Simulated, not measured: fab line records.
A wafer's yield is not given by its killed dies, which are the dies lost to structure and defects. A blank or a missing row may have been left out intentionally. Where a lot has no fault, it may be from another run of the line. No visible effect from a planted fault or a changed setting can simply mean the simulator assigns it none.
Which tool did it? | flow berkeleyCmos170 | route of 331 steps, sampled at 1 step: 7 lots, 21 wafers

WHAT EACH GAUGE READ, for each wafer
UCB170_CONTACT_CD_MEAS_15 targets a cd of 700 nm.
lot  | measured     | on       | cdNm (nm)
L283 | day 8 23:50  | cdSem-02 | 700.4 698.2 700.3
L287 | day 9 09:52  | cdSem-02 | 702.2 702.6 702.6
L285 | day 9 11:55  | cdSem-02 | 699.0 697.8 698.4
L289 | day 10 09:47 | cdSem-01 | 700.8 699.8 698.7
L298 | day 12 00:46 | cdSem-02 | 700.9 700.4 700.6
L300 | day 12 20:37 | cdSem-02 | 699.8 699.9 699.1
L302 | day 13 13:49 | cdSem-02 | 701.0 703.0 699.3

WHAT TOOL EACH LOT RAN ON (gives the tool, then ch and the chambers of the sampled wafers, and finally the start)
The record holds no process step before these readings.

THE ANSWER, worked out from the rows above alone
Rule: usual is defined by the lots themselves. Put in order of their means at a reading, lots are off if they are a third of the lots or fewer, leave a main group of 4 or more, and stand apart from it by a gap of 3 or more times the standard deviation of the main group's means; of several such gaps the widest counts. A main group whose means are all the same, to the digits that the tables above print for the reading, isn't used. Also off: a lot with no number at a reading for which 4 or more lots have one. Where the step has rows for the other lots, those lots are counted as sound.
No lot is off on any of the readings shown, so nothing can be concluded from this.

WHAT THE SIMULATOR HAD INSERTED
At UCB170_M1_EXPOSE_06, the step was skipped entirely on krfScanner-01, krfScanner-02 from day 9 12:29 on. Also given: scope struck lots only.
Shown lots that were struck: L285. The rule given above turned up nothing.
